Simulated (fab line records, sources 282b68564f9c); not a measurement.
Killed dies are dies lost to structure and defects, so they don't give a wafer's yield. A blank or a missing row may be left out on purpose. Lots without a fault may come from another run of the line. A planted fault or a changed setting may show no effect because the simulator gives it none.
Tool commonality check | flow rit_cmos | 14 lots, 42 wafers sampled

WHY IT WAS OPENED
At RIT_PLDD_TW_MEAS_10 the reading PLDD_TW is flagged on 2 of 14 lots. Wafers without a fault read 2354, standard deviation 20.
Rule: a lot is flagged when every wafer of it that has a number lies more than 4 standard deviations from that mean, or none has a number. The other lots count as sound.

lot  | measured    | on            | PLDD_TW, wafer by wafer | flag
L572 | day 3 06:15 | film_metro-03 | 2365 2364 2384          |
L573 | day 3 06:30 | film_metro-04 | 2336 2343 2328          |
L574 | day 3 08:14 | film_metro-04 | 2340 2334 2335          |
L575 | day 3 19:19 | film_metro-04 | 2337 2333 2339          |
L576 | day 3 21:15 | film_metro-04 | 2338 2340 2343          |
L577 | day 4 02:35 | film_metro-02 | 2355 2358 2361          |
L578 | day 4 09:08 | film_metro-02 | 2350 2370 2363          |
L582 | day 5 02:54 | film_metro-02 | 2336 2352 2343          |
L587 | day 6 11:27 | film_metro-04 | 2323 2322 2345          |
L588 | day 6 11:49 | film_metro-03 | 2664 2669 2672          | FLAGGED
L589 | day 7 01:58 | film_metro-02 | 2621 2634 2613          | FLAGGED
L590 | day 7 08:58 | film_metro-02 | 2360 2358 2347          |
L593 | day 7 22:53 | film_metro-03 | 2368 2375 2361          |
L594 | day 8 06:55 | film_metro-02 | 2335 2338 2339          |
The numbers of the flagged lots are 2646 on average: +292 against the usual, or +15 standard deviations.

WHICH TOOL RAN EACH LOT
The record holds 1 process step before the reading, out of a route of 202 steps. In each cell: the tool, then ch and the chambers that the sampled wafers went through, then the start.
lot  | flag    | RIT_PLDD_IMPLANT_08
L572 |         | implanter-02 ch 0, day 3 05:55
L573 |         | implanter-01 ch 0, day 3 06:11
L574 |         | implanter-02 ch 0, day 3 07:56
L575 |         | implanter-02 ch 0, day 3 19:01
L576 |         | implanter-04 ch 0, day 3 20:55
L577 |         | implanter-04 ch 0, day 4 02:16
L578 |         | implanter-01 ch 0, day 4 08:50
L582 |         | implanter-02 ch 0, day 5 02:37
L587 |         | implanter-01 ch 0, day 6 11:08
L588 | FLAGGED | implanter-04 ch 0, day 6 11:29
L589 | FLAGGED | implanter-04 ch 0, day 7 01:41
L590 |         | implanter-02 ch 0, day 7 08:39
L593 |         | implanter-02 ch 0, day 7 22:35
L594 |         | implanter-01 ch 0, day 8 06:36
What these steps do:
- RIT_PLDD_IMPLANT_08
- RIT_PLDD_TW_MEAS_10

FLAGGED OVER TOTAL, TOOL BY TOOL (the gauges that took the reading come last)
step                | tool          | lots run | flagged | share of the flagged lots | sound lots run after its first flagged lot
RIT_PLDD_IMPLANT_08 | implanter-01  | 4        | 0       | none                      | -
RIT_PLDD_IMPLANT_08 | implanter-02  | 6        | 0       | none                      | -
RIT_PLDD_IMPLANT_08 | implanter-04  | 4        | 2       | all                       | 0
RIT_PLDD_TW_MEAS_10 | film_metro-02 | 6        | 1       | some                      | 2 (L590,L594)
RIT_PLDD_TW_MEAS_10 | film_metro-03 | 3        | 1       | some                      | 1 (L593)
RIT_PLDD_TW_MEAS_10 | film_metro-04 | 5        | 0       | none                      | -

WHAT THE TABLE ALLOWS
1 row of the table ran every flagged lot: implanter-04 at RIT_PLDD_IMPLANT_08.
- implanter-04 at RIT_PLDD_IMPLANT_08: 2 of its 4 lots flagged. Its last sound lot is L577 (day 4 02:16), its first flagged lot L588 (day 6 11:29): a fault that began between those two fits. Its own readings lie more than 4 standard deviations out on every wafer of the flagged lots: dose_ions_cm2, faraday_current_uA.
One tool is left: implanter-04 at RIT_PLDD_IMPLANT_08.

WHAT THE SIMULATOR HAD PUT IN
Process parameter drift: implanter-04, from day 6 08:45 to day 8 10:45, at RIT_PLDD_IMPLANT_08. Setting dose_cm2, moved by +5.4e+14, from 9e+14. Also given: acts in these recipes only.
Lots struck among those shown: L588, L589. The rule above found the same.
